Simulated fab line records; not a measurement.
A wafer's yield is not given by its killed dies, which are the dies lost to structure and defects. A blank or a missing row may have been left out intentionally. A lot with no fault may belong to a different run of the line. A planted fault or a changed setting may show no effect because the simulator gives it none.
Split-lot trial ; flow rit_cmos ; 23 wafers read across 5 lots, on a route 202 steps long

THE SPLIT
At RIT_GATE_EXPOSE_13 (exposes mask M6, target cd 150 nm), the setting dose_mj was moved away from the recipe's 380 on 6 of the 23 wafers read, by -3.0% to +7.1%. For the rest of the wafers, this setting stayed at what the recipe calls for.

FROM THE SPLIT TO THE READING: what the file shows between them, 5 steps
- RIT_GATE_PEB_14
- RIT_GATE_DEVELOP_15: develop time 50 s
- RIT_GATE_CD_MEAS_16: target cd 150 nm
- RIT_GATE_ETCH_19: etches poly-Si in SF6/CHF3/O2, stops on SiO2, time 165 s, target depth 312.5 nm (also split here: time_s)
- RIT_GATE_STRIP_20: strips in O2, time 180 s

THE READING
Shown in nm: cd_nm at RIT_GATE_CD_MEAS_90, with target cd 150 nm. A value of 149.9 nm with a standard deviation of 2.1 nm is what fault-free wafers of this fab line usually give.

wafer;tool, chamber at the split;dose_mj as run;against the recipe;cd_nm, nm;against lot-mates on the recipe
L075.1;iline_stepper-02, 0;380;recipe;149.9;-
L075.2;iline_stepper-02, 0;380;recipe;152.5;-
L075.4;iline_stepper-02, 0;407.1;+7.1%;114.8;-36.4
L075.5;iline_stepper-02, 0;407.1;+7.1%;116.2;-35.0
L075.6;iline_stepper-02, 0;407.1;+7.1%;116.2;-35.0
L076.1;iline_stepper-02, 0;380;recipe;150.2;-
L076.3;iline_stepper-02, 0;380;recipe;152.2;-
L076.4;iline_stepper-02, 0;380;recipe;147.8;-
L076.5;iline_stepper-02, 0;380;recipe;151.2;-
L076.6;iline_stepper-02, 0;380;recipe;149.9;-
L078.2;iline_stepper-02, 0;380;recipe;149.8;-
L078.3;iline_stepper-02, 0;368.6;-3.0%;166.3;+16.2
L078.4;iline_stepper-02, 0;368.6;-3.0%;166.7;+16.5
L078.5;iline_stepper-02, 0;380;recipe;150.5;-
L078.6;iline_stepper-02, 0;368.6;-3.0%;165.3;+15.2
L082.1;iline_stepper-02, 0;380;recipe;149.8;-
L082.2;iline_stepper-02, 0;380;recipe;152.1;-
L082.6;iline_stepper-02, 0;380;recipe;152.3;-
L083.1;iline_stepper-01, 0;380;recipe;151.1;-
L083.2;iline_stepper-01, 0;380;recipe;152.1;-
L083.3;iline_stepper-01, 0;380;recipe;152.4;-
L083.5;iline_stepper-01, 0;380;recipe;151.7;-
L083.6;iline_stepper-01, 0;380;recipe;151.0;-

THE FIT
A straight line over all 23 wafers: cd_nm changes by -4.96 nm for each +1% of dose_mj; r = -1.00; the points scatter about the line by 1.2 nm.
The same after taking each lot's own level away (the mean of its wafers on the recipe; 23 wafers): -5.04 nm for each +1%; r = -1.00; scatter 1.1 nm.
The reading moves by 36 nm for the largest change in dose_mj, on that fit.
The span of the lots' own levels, 150.15 to 151.66 nm, comes to 0.7 times the standard deviation stated above.
So the lot-to-lot level changes the slope little: the two slopes agree.
Check: -35.5 nm against its lot-mates is what the line predicts for one of the wafers moved furthest among these (+7.1%) when that wafer is left out of the fit. It came out at -36.4 nm against them.

OTHER SPLITS APPLIED TO THESE WAFERS
Other splits were also applied to these wafers ahead of the reading. Each is held against what the fit with the lots' levels taken away leaves over:
other split on the same wafers;wafers away from the commonest value;r with cd_nm (lot level and that fit taken away)
RIT_ACTIVE_CVD_03 pressure_mtorr;15;+0.00
RIT_ACTIVE_COAT_06 spin_rpm;6;+0.04
RIT_NWELL_COAT_01 spin_rpm;9;-0.07
RIT_PWELL_COAT_01 resist_thk_nm;6;+0.02
RIT_PWELL_IMPLANT_08 energy_kev;10;-0.20
RIT_PRETRO_COAT_01 spin_rpm;6;+0.39
RIT_PRETRO_IMPLANT_08 energy_kev;10;-0.10
RIT_GATE_OXIDATION_05 temp_c;15;-0.18
RIT_GATE_ETCH_19 time_s;9;+0.15

THE WHOLE CHAIN: every reading that the file lists as answering this split, in the file's order
step;what it does;reading;change (the file's fit);r (the file's)
RIT_GATE_CD_MEAS_16;target cd 150 nm;cd_nm;-5.1 nm for each +1% of the setting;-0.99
RIT_GATE_ETCH_19;etches poly-Si in SF6/CHF3/O2, stops on SiO2, time 165 s, target depth 312.5 nm;GATE.cd_nm (the simulator's own value, which no gauge read);-5.04 nm for each +1% of the setting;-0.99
RIT_GATE_CD_MEAS_90;target cd 150 nm;cd_nm;-5.02 nm for each +1% of the setting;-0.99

THE FILE'S OWN FIT
cd_nm changes by -5.02 nm for each +1% of dose_mj, r = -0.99.
